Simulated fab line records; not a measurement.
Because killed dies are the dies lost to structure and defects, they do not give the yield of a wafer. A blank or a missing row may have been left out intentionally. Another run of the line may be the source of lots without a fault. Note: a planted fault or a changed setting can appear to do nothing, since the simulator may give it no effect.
fab line records + flow rit-cmos
record:
- lots: 11
- wafers: 33
- last-day: 7
route steps=202 shown NLDD@111 M1@202
lots that met no fault: taken from a fault-free run of the same line
start-h: hours from the record's opening day to when the first of the lot's shown wafers began + wait-h: hours from the lot's prior step to this one + " the same as in the row above + L1.1+2: a row that stands for several wafers + - no value, or no start given + * or withheld: withheld + < > ~ a bound
route shown NAME@n: a module of which the file shows steps, and the number in the route of the first + usual: mean/standard deviation of fault-free wafers + same: alike in all rows + chamber/n: place in a boat + sites: per-site readings + _std_site: the values' standard deviation + _edge_site: outer sites' mean less inner sites' + radius-mm: how far each site lies from the wafer's centre + mask NAME#n: copy n + behind: the most recent tool/chamber to have shaped the wafer + hold: why the lot was held/for how many hours/how that ended + device: which transistor (n, p or np) failed to switch + end of line: the same wafers' tests at the end of the route + for a step that has no rows: nothing shown but its recipe + killed: dies that structure and defects cost at the first sort, which is not the same as the wafer's yield + map: a wafer's dies, x killed, . not, _ none there
set.NAME: setting as actually run; set.NAME@STEP: the setting as run at that earlier step + model.NAME: the simulator's own value behind a step, which no gauge read
a sample of lots followed through the steps of the route, with each step as a table and each wafer as a row
services: a tool's chamber out of use, with start hour (start-h, from the record's first day; less than 0 if before it), hours out, and reason
== steps ==
step: RIT_NLDD_IMPLANT_08
recipe:
- species: P
- energy-kev: 20
- dose-cm2: 5e+14
- tilt-deg: 7
usual:
- beam-energy-keV: 20.001/0.0061
| lot.wafer | tool         | chamber | start-h | wait-h | beam-energy-keV |
|-----------|--------------|---------|---------|--------|-----------------|
| L791.2    | implanter-01 | 0       | 50.72   | 0.1    | 20.003          |
| L791.4    | "            | 0       | "       | "      | 20.005          |
| L791.6    | "            | 0       | "       | "      | 20.010          |
| L792.1    | implanter-01 | 0       | 51.85   | 0.1    | 20.013          |
| L792.2    | "            | 0       | "       | "      | 20.008          |
| L792.3    | "            | 0       | "       | "      | 20.003          |
| L793.2    | implanter-01 | 0       | 56.82   | 0.1    | 20.003          |
| L793.4    | "            | 0       | "       | "      | 20.005          |
| L793.5    | "            | 0       | "       | "      | 20.004          |
| L794.1    | implanter-03 | 0       | 58.70   | 0.1    | 19.996          |
| L794.2    | "            | 0       | "       | "      | 19.996          |
| L794.5    | "            | 0       | "       | "      | 19.995          |
| L799.3    | implanter-02 | 0       | 82.04   | 0.1    | 13.993          |
| L799.5    | "            | 0       | "       | "      | 13.990          |
| L799.6    | "            | 0       | "       | "      | 14.000          |
| L800.1    | implanter-02 | 0       | 85.96   | 0.1    | 14.003          |
| L800.2    | "            | 0       | "       | "      | 14.001          |
| L800.6    | "            | 0       | "       | "      | 13.995          |
| L802.2    | implanter-02 | 0       | 97.18   | 0.1    | 14.001          |
| L802.4    | "            | 0       | "       | "      | 14.009          |
| L802.6    | "            | 0       | "       | "      | 14.008          |
| L809.1    | implanter-01 | 0       | 131.73  | 0.1    | 19.997          |
| L809.3    | "            | 0       | "       | "      | 20.001          |
| L809.4    | "            | 0       | "       | "      | 20.002          |
| L811.1    | implanter-01 | 0       | 140.88  | 0.1    | 19.991          |
| L811.3    | "            | 0       | "       | "      | 20.002          |
| L811.4    | "            | 0       | "       | "      | 20.010          |
| L812.1    | implanter-03 | 0       | 147.28  | 0.1    | 20.007          |
| L812.3    | "            | 0       | "       | "      | 20.001          |
| L812.4    | "            | 0       | "       | "      | 20.003          |
| L814.1    | implanter-03 | 0       | 156.84  | 0.1    | 20.007          |
| L814.2    | "            | 0       | "       | "      | 20.006          |
| L814.4    | "            | 0       | "       | "      | 20.005          |
step: RIT_NLDD_TW_MEAS_10
usual:
- NLDD_TW: 2488/21
| lot.wafer | tool          | chamber | start-h | wait-h | NLDD_TW |
|-----------|---------------|---------|---------|--------|---------|
| L791.2    | film-metro-02 | -       | 51.03   | 0.1    | 2503    |
| L791.4    | "             | -       | "       | "      | 2497    |
| L791.6    | "             | -       | "       | "      | 2496    |
| L792.1    | film-metro-02 | -       | 52.18   | 0.1    | 2507    |
| L792.2    | "             | -       | "       | "      | 2515    |
| L792.3    | "             | -       | "       | "      | 2496    |
| L793.2    | film-metro-02 | -       | 57.13   | 0.1    | 2505    |
| L793.4    | "             | -       | "       | "      | 2503    |
| L793.5    | "             | -       | "       | "      | 2507    |
| L794.1    | film-metro-02 | -       | 59.03   | 0.1    | 2509    |
| L794.2    | "             | -       | "       | "      | 2504    |
| L794.5    | "             | -       | "       | "      | 2505    |
| L799.3    | film-metro-01 | -       | 82.34   | 0.1    | 2238    |
| L799.5    | "             | -       | "       | "      | 2238    |
| L799.6    | "             | -       | "       | "      | 2238    |
| L800.1    | film-metro-01 | -       | 86.29   | 0.1    | 2224    |
| L800.2    | "             | -       | "       | "      | 2232    |
| L800.6    | "             | -       | "       | "      | 2239    |
| L802.2    | film-metro-02 | -       | 97.49   | 0.1    | 2277    |
| L802.4    | "             | -       | "       | "      | 2272    |
| L802.6    | "             | -       | "       | "      | 2283    |
| L809.1    | film-metro-03 | -       | 132.05  | 0.1    | 2493    |
| L809.3    | "             | -       | "       | "      | 2476    |
| L809.4    | "             | -       | "       | "      | 2503    |
| L811.1    | film-metro-01 | -       | 141.21  | 0.1    | 2482    |
| L811.3    | "             | -       | "       | "      | 2484    |
| L811.4    | "             | -       | "       | "      | 2476    |
| L812.1    | film-metro-01 | -       | 147.61  | 0.1    | 2461    |
| L812.3    | "             | -       | "       | "      | 2470    |
| L812.4    | "             | -       | "       | "      | 2461    |
| L814.1    | film-metro-01 | -       | 157.17  | 0.1    | 2462    |
| L814.2    | "             | -       | "       | "      | 2459    |
| L814.4    | "             | -       | "       | "      | 2462    |
step: RIT_SDANNEAL_RS_MEAS_07
recipe:
- thk-meas-gauge: four-point-probe
usual:
- NLDD_RS: 151.4/0.56
| lot.wafer | tool          | chamber | start-h | wait-h | NLDD_RS[ohm/sq] |
|-----------|---------------|---------|---------|--------|-----------------|
| L791.2    | film-metro-03 | -       | 58.97   | 0.1    | 151.1           |
| L791.4    | "             | -       | "       | "      | 151.2           |
| L791.6    | "             | -       | "       | "      | 151.5           |
| L792.1    | film-metro-02 | -       | 59.99   | 0.1    | 151.2           |
| L792.2    | "             | -       | "       | "      | 150.6           |
| L792.3    | "             | -       | "       | "      | 150.7           |
| L793.2    | film-metro-01 | -       | 65.34   | 0.1    | 151.4           |
| L793.4    | "             | -       | "       | "      | 151.3           |
| L793.5    | "             | -       | "       | "      | 151.0           |
| L794.1    | film-metro-01 | -       | 66.94   | 0.1    | 151.5           |
| L794.2    | "             | -       | "       | "      | 151.6           |
| L794.5    | "             | -       | "       | "      | 151.8           |
| L799.3    | film-metro-02 | -       | 90.24   | 0.1    | 156.5           |
| L799.5    | "             | -       | "       | "      | 156.3           |
| L799.6    | "             | -       | "       | "      | 156.3           |
| L800.1    | film-metro-02 | -       | 94.28   | 0.1    | 157.6           |
| L800.2    | "             | -       | "       | "      | 157.4           |
| L800.6    | "             | -       | "       | "      | 157.5           |
| L802.2    | film-metro-02 | -       | 105.37  | 0.1    | 157.3           |
| L802.4    | "             | -       | "       | "      | 158.2           |
| L802.6    | "             | -       | "       | "      | 158.5           |
| L809.1    | film-metro-02 | -       | 139.85  | 0.1    | 151.3           |
| L809.3    | "             | -       | "       | "      | 151.3           |
| L809.4    | "             | -       | "       | "      | 150.8           |
| L811.1    | film-metro-01 | -       | 149.56  | 0.1    | 152.0           |
| L811.3    | "             | -       | "       | "      | 151.6           |
| L811.4    | "             | -       | "       | "      | 152.2           |
| L812.1    | film-metro-03 | -       | 155.39  | 0.1    | 150.6           |
| L812.3    | "             | -       | "       | "      | 150.6           |
| L812.4    | "             | -       | "       | "      | 151.3           |
| L814.1    | film-metro-02 | -       | 165.14  | 0.1    | 151.5           |
| L814.2    | "             | -       | "       | "      | 151.7           |
| L814.4    | "             | -       | "       | "      | 151.8           |
step: RIT_M1_PROBE_99
usual:
- killed_at_M0_to_M3: 0.0/0.083
- killed-at-contacts: 0.0/0.22
- killed-at-front-end: 7/3.2
- killed-dies: 7/3.2
- killed-open: 3.2/2.1
- killed-short: 3.5/2.2
same:
- gross-dies: 264
- killed_at_M4_up: 0
- killed-at-back-side: 0
- killed-at-other: 0
| lot.wafer | tool      | chamber | start-h | wait-h | killed_at_M0_to_M3 | killed-at-contacts | killed-at-front-end | killed-dies | killed-open | killed-short |
|-----------|-----------|---------|---------|--------|--------------------|--------------------|---------------------|-------------|-------------|--------------|
| L802.2    | prober-01 | -       | 113.52  | 0.1    | 0                  | 0                  | 9                   | 9           | 4           | 5            |
| L802.4    | prober-01 | -       | 113.62  | 0.2    | 0                  | 1                  | 10                  | 11          | 7           | 4            |
| L802.6    | prober-01 | -       | 113.72  | 0.2    | 0                  | 0                  | 13                  | 13          | 4           | 9            |
killed by level:class
L802.2 SPACER:geometric-particle:short=3 FOX1:geometric-particle:open=1 FOX2:geometric-particle:open=1 GATE:geometric-particle:short=1 REOX:geometric-particle:open=1 SPACER:geometric-particle:open=1 SILICIDE:geometric-particle:short=1
L802.4 REOX:geometric-particle:open=3 SPACER:geometric-particle:open=2 FOX1:geometric-particle:short=1 FOX1:geometric-particle:open=1 FOX2:geometric-particle:short=1 GATE:geometric-particle:short=1 SPACER:geometric-particle:short=1 CONTACT:geometric-particle:open=1
L802.6 FOX1:geometric-particle:short=2 REOX:geometric-particle:short=2 SPACER:geometric-particle:short=2 SILICIDE:geometric-particle:open=2 FOX2:geometric-particle:short=1 FOX2:geometric-particle:open=1 GATE:geometric-particle:short=1 SPACER:geometric-particle:open=1
== services ==
| tool         | chamber | start-h | hours | kind |
|--------------|---------|---------|-------|------|
| implanter-01 | -       | 83.52   | 4.2   | pm   |
== key ==
first-sign:
- step: RIT_NLDD_IMPLANT_08
- reading: beam-energy-keV
- direction: down
- sigmas: 99+
- usual: 20.001
- struck: 14.000
effect:
- step: RIT_NLDD_TW_MEAS_10
- reading: NLDD_TW
- direction: down
- sigmas: 12
- usual: 2488
- struck: 2249
effect:
- step: RIT_SDANNEAL_RS_MEAS_07
- reading: NLDD_RS
- direction: up
- sigmas: 10
- usual: 151.4
- struck: 157.3
met-at RIT_NLDD_IMPLANT_08
struck-lots L799,L800,L802
tester-left-out L799,L800,L802
fault:
- kind: process-parameter-drift
- tool: implanter-02
- chamber: -
- onset-h: 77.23
- steps: RIT_NLDD_IMPLANT_08
- channel: energy-kev
- offset: -6
- shape: step
- end-h: 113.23
- acts-in: these-recipes-only
- stated: 20
tester-left-out: of these lots the tester's yield and bins aren't shown, on N5 and GAA mostly nor the transistor test; their killed dies are dies lost to structure and defects alone, not to doping, threshold or leakage, so they don't give the yield
